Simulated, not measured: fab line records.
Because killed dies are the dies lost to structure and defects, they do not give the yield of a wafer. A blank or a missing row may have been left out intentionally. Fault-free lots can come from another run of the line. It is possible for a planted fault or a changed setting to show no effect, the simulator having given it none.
fab line records	flow ritCmos
[record] lots = 13	wafers = 39	lastDay = 7
route steps=202 shown NLDD@112 PSD@152 SILICIDE@162 M1@202
lots that met no fault: from a run of the same line without faults
startH: hours from the record's first day to the start of the lot's first wafer shown	waitH: hours elapsed since this lot's preceding step	" same as the row above	L1.1+2: a row that stands for several wafers	- no value, or no start given	* or withheld: withheld	< > ~ a bound
route shown NAME@n: names a module that has steps shown in the file, with the first one's number in the route	usual: the fault-free wafers' mean and standard deviation	same: alike in all rows	chamber/n: place in a boat	sites: each site's reading	_std_site: how widely they spread, as a standard deviation	_edge_site: outer sites' mean less inner sites'	radiusMm: how far each site lies from the wafer's centre	mask NAME#n: copy n	behind: the most recent tool/chamber to have shaped the wafer	hold: why the lot was held/for how many hours/how that ended	device: the transistor (n, p or np) that didn't switch	end of line: the route-end tests of the same wafers	a step with no rows: only its recipe	killed: dies that structure and defects cost at the first sort, which is not the same as the wafer's yield	map: a wafer's dies, x killed, . not, _ none there
set.NAME: the setting that was run; set.NAME@STEP: the one run at that earlier step	model.NAME: the simulator's own value behind a step, which no gauge read
one table for each step of the route and one row for each wafer, over a sample of lots
services: from which hour (startH, from the record's first day; less than 0 if before it) a tool's chamber was out of use, for how many hours, and why
[[steps]]
[step RIT_NLDD_STRIP_09]
[recipe] chemistry = O2	timeS = 180	resist = NOVOLAK	platenTempC = withheld	powerW = 500	pressureMtorr = 4000	o2FlowSccm = 4000
[usual] drypumpMotorCurrentA = 5.68/0.21
lot.wafer	tool	chamber	startH	waitH	drypumpMotorCurrentA	rfHoursCounterH
L365.1	plasmaAsher-02	0	43.92	0.1	5.59	27
L365.4	"	1	"	"	5.62	-
L365.6	"	1	"	"	5.63	-
L366.2	plasmaAsher-02	0	50.77	0.1	5.65	28
L366.3	"	0	"	"	5.63	-
L366.6	"	0	"	"	5.69	-
L368.3	plasmaAsher-04	0	60.71	0.1	6.10	-
L368.4	"	1	"	"	5.29	-
L368.6	"	1	"	"	5.32	-
L369.1	plasmaAsher-02	1	66.63	0.1	5.65	29
L369.4	"	0	"	"	5.66	-
L369.5	"	0	"	"	5.61	-
L370.3	plasmaAsher-04	0	71.97	0.1	6.12	-
L370.5	"	1	"	"	5.31	-
L370.6	"	0	"	"	6.11	-
L372.1	plasmaAsher-01	1	80.87	0.1	5.79	45
L372.2	"	0	"	"	5.63	45
L372.3	"	1	"	"	5.78	-
L377.4	plasmaAsher-01	0	116.55	0.1	5.67	-
L377.5	"	0	"	"	5.68	-
L377.6	"	1	"	"	5.71	-
L380.1	plasmaAsher-02	0	128.10	0.1	5.66	34
L380.2	"	1	"	"	5.64	34
L380.6	"	0	"	"	5.64	-
L382.1	plasmaAsher-04	0	132.10	0.1	6.08	2
L382.2	"	1	"	"	5.29	2
L382.4	"	0	"	"	6.08	-
L383.1	plasmaAsher-04	1	136.55	0.1	5.28	2
L383.3	"	0	"	"	6.11	-
L383.4	"	1	"	"	5.30	-
L384.2	plasmaAsher-01	0	142.65	0.1	5.66	52
L384.3	"	0	"	"	5.67	-
L384.6	"	0	"	"	5.66	-
L386.1	plasmaAsher-02	1	148.87	0.1	5.63	36
L386.3	"	1	"	"	5.65	-
L386.6	"	1	"	"	5.63	-
L388.4	plasmaAsher-04	1	159.15	0.1	5.31	-
L388.5	"	1	"	"	5.31	-
L388.6	"	0	"	"	6.13	-
[step RIT_PSD_TW_MEAS_10]
[usual] PSD_TW = 3442/38
lot.wafer	tool	chamber	startH	waitH	PSD_TW
L365.1	filmMetro-03	-	51.28	0.1	3436
L365.4	"	-	"	"	3454
L365.6	"	-	"	"	3436
L366.2	filmMetro-03	-	58.10	0.1	3439
L366.3	"	-	"	"	3447
L366.6	"	-	"	"	3457
L368.3	filmMetro-01	-	68.32	0.1	3501
L368.4	"	-	"	"	3496
L368.6	"	-	"	"	3502
L369.1	filmMetro-01	-	73.89	0.1	3489
L369.4	"	-	"	"	3505
L369.5	"	-	"	"	3484
L370.3	filmMetro-04	-	79.33	0.1	3429
L370.5	"	-	"	"	3408
L370.6	"	-	"	"	3394
L372.1	filmMetro-04	-	87.93	0.1	3411
L372.2	"	-	"	"	3406
L372.3	"	-	"	"	3417
L377.4	filmMetro-03	-	123.46	0.1	3414
L377.5	"	-	"	"	3408
L377.6	"	-	"	"	3428
L380.1	filmMetro-01	-	135.68	0.1	3515
L380.2	"	-	"	"	3522
L380.6	"	-	"	"	3511
L382.1	filmMetro-04	-	139.42	0.1	3400
L382.2	"	-	"	"	3413
L382.4	"	-	"	"	3402
L383.1	filmMetro-04	-	143.67	0.1	3408
L383.3	"	-	"	"	3409
L383.4	"	-	"	"	3416
L384.2	filmMetro-04	-	150.17	0.1	3436
L384.3	"	-	"	"	3435
L384.6	"	-	"	"	3430
L386.1	filmMetro-03	-	156.21	0.1	3421
L386.3	"	-	"	"	3444
L386.6	"	-	"	"	3438
L388.4	filmMetro-03	-	166.33	0.1	3442
L388.5	"	-	"	"	3426
L388.6	"	-	"	"	3442
[step RIT_SILICIDE_SPUTTER_01]
[recipe] material = Ti	targetThkNm = 30	powerW = 339.5	chamberPressurePa = 0.667	gas = Ar	timeS = 240	substrateTempC = 25
[usual] substrateTempC = 25.00/0.11	throttleValvePct = 30.1/1
lot.wafer	tool	chamber	startH	waitH	substrateTempC	throttleValvePct
L365.1	pvdSputter-03	-	52.28	0.0	25.14	29.4
L365.4	"	-	"	"	24.86	29.5
L365.6	"	-	"	"	25.13	29.6
L366.2	pvdSputter-03	-	59.07	0.0	24.92	29.8
L366.3	"	-	"	"	25.09	29.5
L366.6	"	-	"	"	25.06	29.7
L368.3	pvdSputter-03	-	69.27	0.0	24.84	32.3
L368.4	"	-	"	"	25.11	29.4
L368.6	"	-	"	"	24.96	30.0
L369.1	pvdSputter-01	-	74.86	0.0	25.06	29.5
L369.4	"	-	"	"	25.05	29.5
L369.5	"	-	"	"	25.05	30.4
L370.3	pvdSputter-03	-	80.30	0.0	25.17	32.3
L370.5	"	-	"	"	25.05	30.0
L370.6	"	-	"	"	25.16	32.3
L372.1	pvdSputter-03	-	88.91	0.0	25.07	29.9
L372.2	"	-	"	"	25.05	29.3
L372.3	"	-	"	"	25.06	32.4
L377.4	pvdSputter-01	-	124.75	0.0	25.07	29.5
L377.5	"	-	"	"	25.10	29.7
L377.6	"	-	"	"	24.75	30.5
L380.1	pvdSputter-03	-	136.85	0.0	25.11	29.9
L380.2	"	-	"	"	25.15	29.5
L380.6	"	-	"	"	24.89	29.4
L382.1	pvdSputter-02	-	140.59	0.0	25.05	31.3
L382.2	"	-	"	"	25.04	29.4
L382.4	"	-	"	"	25.04	31.1
L383.1	pvdSputter-02	-	144.64	0.0	24.92	31.0
L383.3	"	-	"	"	24.88	31.4
L383.4	"	-	"	"	25.01	31.5
L384.2	pvdSputter-01	-	151.13	0.0	24.88	29.3
L384.3	"	-	"	"	25.02	28.4
L384.6	"	-	"	"	24.86	29.8
L386.1	pvdSputter-01	-	157.18	0.0	25.02	28.5
L386.3	"	-	"	"	25.04	30.4
L386.6	"	-	"	"	24.93	30.4
L388.4	pvdSputter-02	-	167.28	0.0	24.92	30.8
L388.5	"	-	"	"	24.94	31.0
L388.6	"	-	"	"	24.83	29.5
[step RIT_SILICIDE_RS_MEAS_02]
[recipe] thkMeasGauge = four-point-probe	reads = Ti_of_SILICIDE_SPUTTER_01
[usual] SILICIDE_TI_RS = 49.7/0.63
lot.wafer	tool	chamber	startH	waitH	SILICIDE_TI_RS[ohm/sq]
L365.1	filmMetro-04	-	52.43	0.1	49.0
L365.4	"	-	"	"	49.7
L365.6	"	-	"	"	49.3
L366.2	filmMetro-03	-	59.24	0.1	49.8
L366.3	"	-	"	"	49.8
L366.6	"	-	"	"	49.2
L368.3	filmMetro-02	-	69.46	0.1	50.5
L368.4	"	-	"	"	51.1
L368.6	"	-	"	"	51.1
L369.1	filmMetro-02	-	75.01	0.1	49.1
L369.4	"	-	"	"	49.4
L369.5	"	-	"	"	49.2
L370.3	filmMetro-02	-	80.49	0.1	49.6
L370.5	"	-	"	"	50.3
L370.6	"	-	"	"	50.1
L372.1	filmMetro-02	-	89.06	0.1	50.3
L372.2	"	-	"	"	50.5
L372.3	"	-	"	"	49.7
L377.4	filmMetro-03	-	124.96	0.1	48.8
L377.5	"	-	"	"	49.6
L377.6	"	-	"	"	49.1
L380.1	filmMetro-02	-	137.00	0.1	50.2
L380.2	"	-	"	"	49.6
L380.6	"	-	"	"	43.3
L382.1	filmMetro-03	-	140.74	0.1	50.0
L382.2	"	-	"	"	49.3
L382.4	"	-	"	"	48.9
L383.1	filmMetro-03	-	144.79	0.1	48.2
L383.3	"	-	"	"	48.1
L383.4	"	-	"	"	48.4
L384.2	filmMetro-03	-	151.30	0.1	49.7
L384.3	"	-	"	"	50.2
L384.6	"	-	"	"	49.5
L386.1	filmMetro-02	-	157.33	0.1	49.3
L386.3	"	-	"	"	49.5
L386.6	"	-	"	"	49.4
L388.4	filmMetro-04	-	167.49	0.1	48.8
L388.5	"	-	"	"	48.6
L388.6	"	-	"	"	48.6
[step RIT_SILICIDE_THK_MEAS_03]
[recipe] thkMeasGauge = xrf	reads = Ti_of_SILICIDE_SPUTTER_01
[usual] SILICIDE_TI_THK = 29.2/0.3
lot.wafer	tool	chamber	startH	waitH	SILICIDE_TI_THK[nm]
L365.1	filmMetro-04	-	52.55	0.1	29.6
L365.4	"	-	"	"	29.2
L365.6	"	-	"	"	29.5
L366.2	filmMetro-03	-	59.35	0.1	29.1
L366.3	"	-	"	"	29.0
L366.6	"	-	"	"	29.4
L368.3	filmMetro-02	-	69.56	0.1	28.8
L368.4	"	-	"	"	28.5
L368.6	"	-	"	"	28.6
L369.1	filmMetro-02	-	75.13	0.1	29.2
L369.4	"	-	"	"	29.2
L369.5	"	-	"	"	29.3
L370.3	filmMetro-02	-	80.59	0.1	29.0
L370.5	"	-	"	"	28.9
L370.6	"	-	"	"	29.0
L372.1	filmMetro-02	-	89.18	0.1	28.8
L372.2	"	-	"	"	28.8
L372.3	"	-	"	"	29.0
L377.4	filmMetro-03	-	125.05	0.1	29.6
L377.5	"	-	"	"	29.3
L377.6	"	-	"	"	29.5
L380.1	filmMetro-02	-	137.12	0.1	29.0
L380.2	"	-	"	"	29.3
L380.6	"	-	"	"	32.8
L382.1	filmMetro-03	-	140.86	0.1	28.9
L382.2	"	-	"	"	29.1
L382.4	"	-	"	"	29.4
L383.1	filmMetro-03	-	144.91	0.1	30.0
L383.3	"	-	"	"	29.9
L383.4	"	-	"	"	29.8
L384.2	filmMetro-03	-	151.41	0.1	29.1
L384.3	"	-	"	"	29.0
L384.6	"	-	"	"	29.1
L386.1	filmMetro-02	-	157.45	0.1	29.4
L386.3	"	-	"	"	29.5
L386.6	"	-	"	"	29.3
L388.4	filmMetro-04	-	167.58	0.1	29.6
L388.5	"	-	"	"	29.7
L388.6	"	-	"	"	29.9
[step RIT_SILICIDE_RTA_04]
[recipe] tempC = 650	timeS = 10	idleTempC = 25	rampUpS = 5	rampDownS = 5	coolToC = 25	ambient = N2
[usual] wafer_temp_C_max = 652.4/0.68
lot.wafer	tool	chamber	startH	waitH	wafer_temp_C_max
L365.1	rtpAnneal-02	0	52.61	0.1	652.7
L365.4	"	0	"	"	652.3
L365.6	"	0	"	"	653.3
L366.2	rtpAnneal-01	0	59.41	0.1	651.6
L366.3	"	0	"	"	651.4
L366.6	"	0	"	"	651.2
L368.3	rtpAnneal-02	0	69.63	0.1	652.8
L368.4	"	0	"	"	652.4
L368.6	"	0	"	"	652.8
L369.1	rtpAnneal-02	0	75.19	0.1	653.7
L369.4	"	0	"	"	652.4
L369.5	"	0	"	"	653.2
L370.3	rtpAnneal-01	0	80.65	0.1	651.0
L370.5	"	0	"	"	651.3
L370.6	"	0	"	"	651.8
L372.1	rtpAnneal-01	0	89.24	0.1	652.1
L372.2	"	0	"	"	651.5
L372.3	"	0	"	"	652.0
L377.4	rtpAnneal-02	0	125.12	0.1	651.8
L377.5	"	0	"	"	652.4
L377.6	"	0	"	"	652.5
L380.1	rtpAnneal-01	0	137.18	0.1	651.8
L380.2	"	0	"	"	651.3
L380.6	"	0	"	"	652.2
L382.1	rtpAnneal-01	0	140.92	0.1	652.3
L382.2	"	0	"	"	652.3
L382.4	"	0	"	"	651.9
L383.1	rtpAnneal-01	0	144.97	0.1	653.1
L383.3	"	0	"	"	653.0
L383.4	"	0	"	"	652.1
L384.2	rtpAnneal-02	0	151.47	0.1	652.3
L384.3	"	0	"	"	653.0
L384.6	"	0	"	"	652.6
L386.1	rtpAnneal-02	0	157.51	0.1	653.5
L386.3	"	0	"	"	653.3
L386.6	"	0	"	"	652.5
L388.4	rtpAnneal-02	0	167.64	0.1	652.0
L388.5	"	0	"	"	653.7
L388.6	"	0	"	"	652.0
[step RIT_M1_PROBE_99]
[usual] killed_at_M0_to_M3 = 0.0/0.25	killedAtContacts = 0.0/0.18	killedAtFrontEnd = 7/3.4	killedDies = 7/3.4	killedOpen = 3.7/2.2	killedShort = 3.6/2.2
[same] grossDies = 264	killed_at_M4_up = 0	killedAtBackSide = 0	killedAtOther = 0
lot.wafer	tool	chamber	startH	waitH	killed_at_M0_to_M3	killedAtContacts	killedAtFrontEnd	killedDies	killedOpen	killedShort
L380.1	prober-01	-	144.41	0.1	0	0	7	7	4	3
L380.2	prober-01	-	144.46	0.1	0	0	10	10	7	3
L380.6	prober-01	-	144.66	0.2	0	0	7	7	4	3
L386.1	prober-01	-	164.06	0.1	0	0	5	5	3	2
L386.3	prober-01	-	164.16	0.2	0	0	6	6	3	3
L386.6	prober-01	-	164.31	0.2	0	0	0	0	0	0
L388.4	prober-01	-	174.17	0.2	0	0	9	9	3	6
L388.5	prober-01	-	174.22	0.2	0	0	13	13	7	6
L388.6	prober-01	-	174.27	0.2	0	0	4	4	2	2
// killed by level:class
L380.1 REOX:geometricParticle:open=2 FOX2:geometricParticle:short=1 GATE:geometricParticle:short=1 GATE:geometricParticle:open=1 REOX:geometricParticle:short=1 SPACER:geometricParticle:open=1
L380.2 FOX2:geometricParticle:open=3 GATE:geometricParticle:open=3 GATE:geometricParticle:short=1 REOX:geometricParticle:open=1 REOX:geometricParticle:short=1 SILICIDE:geometricParticle:short=1
L380.6 GATE:geometricParticle:open=3 SILICIDE:geometricParticle:short=2 GATE:geometricParticle:short=1 SPACER:geometricParticle:open=1
L386.1 SPACER:geometricParticle:open=2 FOX1:geometricParticle:open=1 FOX1:geometricParticle:short=1 GATE:geometricParticle:short=1
L386.3 FOX1:geometricParticle:open=1 FOX2:geometricParticle:short=1 GATE:geometricParticle:open=1 GATE:geometricParticle:short=1 SPACER:geometricParticle:open=1 SPACER:geometricParticle:short=1
L388.4 GATE:geometricParticle:short=4 GATE:geometricParticle:open=2 REOX:geometricParticle:open=1 SPACER:geometricParticle:short=1 SILICIDE:geometricParticle:short=1
L388.5 GATE:geometricParticle:open=3 GATE:geometricParticle:short=3 SILICIDE:geometricParticle:open=2 FOX2:geometricParticle:open=1 FOX2:geometricParticle:short=1 REOX:geometricParticle:short=1 REOX:geometricParticle:open=1 SPACER:geometricParticle:short=1
L388.6 FOX2:geometricParticle:short=1 GATE:geometricParticle:open=1 REOX:geometricParticle:open=1 SILICIDE:geometricParticle:short=1
[[services]]
tool	chamber	startH	hours	kind
rtpAnneal-01	-	29.85	1.3	pm
pvdSputter-01	-	48.58	6.1	repair
rtpAnneal-01	-	68.91	4.0	pm
pvdSputter-03	-	98.45	4.7	repair
plasmaAsher-02	-	104.47	14.6	pm
plasmaAsher-04	-	108.84	9.0	pm
plasmaAsher-04	0	108.84	9.0	ventCycle
plasmaAsher-04	1	108.84	9.0	ventCycle
plasmaAsher-04	0	117.84	-	clean
plasmaAsher-04	1	117.84	-	clean
pvdSputter-01	-	134.79	14.2	repair
pvdSputter-03	-	137.25	10.1	repair
rtpAnneal-02	-	138.76	4.4	pm
pvdSputter-03	-	166.36	1.0	repair
[[key]]
[firstSign] step = RIT_SILICIDE_RS_MEAS_02	reading = SILICIDE_TI_RS	direction = down	sigmas = 10	usual = 49.7	struck = 43.3
[effect] step = RIT_SILICIDE_THK_MEAS_03	reading = SILICIDE_TI_THK	direction = up	sigmas = 12	usual = 29.2	struck = 32.8
metAt RIT_SILICIDE_SPUTTER_01
struckLots L380
struckWafers L380.6
testerLeftOut L380
notActingAt RIT_NLDD_STRIP_09,RIT_PSD_TW_MEAS_10,RIT_SILICIDE_RTA_04
onsetBetween 69.27 136.85
[fault] kind = processParameterDrift	tool = pvdSputter-03	chamber = -	onsetH = 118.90	steps = RIT_SILICIDE_SPUTTER_01	channel = targetThkNm	offset = 3.6	shape = step	endH = 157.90	stated = 30	scope = struckWafersOnly
// testerLeftOut: of these lots the tester's yield and bins aren't shown, on N5 and GAA mostly nor the transistor test; their killed dies are dies lost to structure and defects alone, not to doping, threshold or leakage, so they don't give the yield
